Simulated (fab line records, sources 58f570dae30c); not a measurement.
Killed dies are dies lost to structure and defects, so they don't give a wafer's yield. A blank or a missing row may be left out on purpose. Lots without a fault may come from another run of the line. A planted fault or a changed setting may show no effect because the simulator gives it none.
Which tool did it? | flow berkeley_cmos170 | 7 lots, 21 wafers sampled, at 2 steps of a route of 331

WHAT THE GAUGES READ, wafer by wafer
UCB170_M2_CD_MEAS_90: target cd 700 nm.
lot  | measured     | on        | cd_nm (nm)
L563 | day 7 21:01  | cd_sem-02 | 703 702 703
L567 | day 8 05:38  | cd_sem-02 | 699 699 697
L570 | day 9 09:06  | cd_sem-02 | 701 700 698
L573 | day 9 16:46  | cd_sem-01 | 697 699 699
L575 | day 10 15:21 | cd_sem-01 | 696 697 694
L578 | day 10 22:01 | cd_sem-01 | 700 701 699
L580 | day 11 02:37 | cd_sem-02 | 698 698 693

WHICH TOOL RAN EACH LOT (tool, then ch and the chambers of the sampled wafers, then the start)
lot  | UCB170_WELLDRIVE_OXIDATION_01
L563 | furnace-01 ch 0, day 3 15:17
L567 | furnace-01 ch 0, day 4 05:17
L570 | furnace-02 ch 0, day 4 23:16
L573 | furnace-03 ch 0, day 5 11:03
L575 | furnace-01 ch 0, day 6 05:45
L578 | furnace-02 ch 0, day 6 15:51
L580 | furnace-01 ch 0, day 7 07:03
- UCB170_WELLDRIVE_OXIDATION_01: target thk 199 nm, ox time 9000 s.

THE ANSWER, worked out from the rows above alone
Rule: what is usual is taken from the lots themselves. Put in order of their means at a reading, lots are off if they are a third of the lots or fewer, leave a main group of 4 or more, and stand apart from it by a gap of 3 or more times the standard deviation of the main group's means; of several such gaps the widest counts. A main group whose means are all the same, to the digits that the tables above print for the reading, isn't used. A lot without any number at a reading at which 4 lots or more have one is off too. The other lots that the step has rows for count as sound.
No lot is off at any reading shown: from this, nothing can be told.

WHAT THE SIMULATOR HAD PUT IN
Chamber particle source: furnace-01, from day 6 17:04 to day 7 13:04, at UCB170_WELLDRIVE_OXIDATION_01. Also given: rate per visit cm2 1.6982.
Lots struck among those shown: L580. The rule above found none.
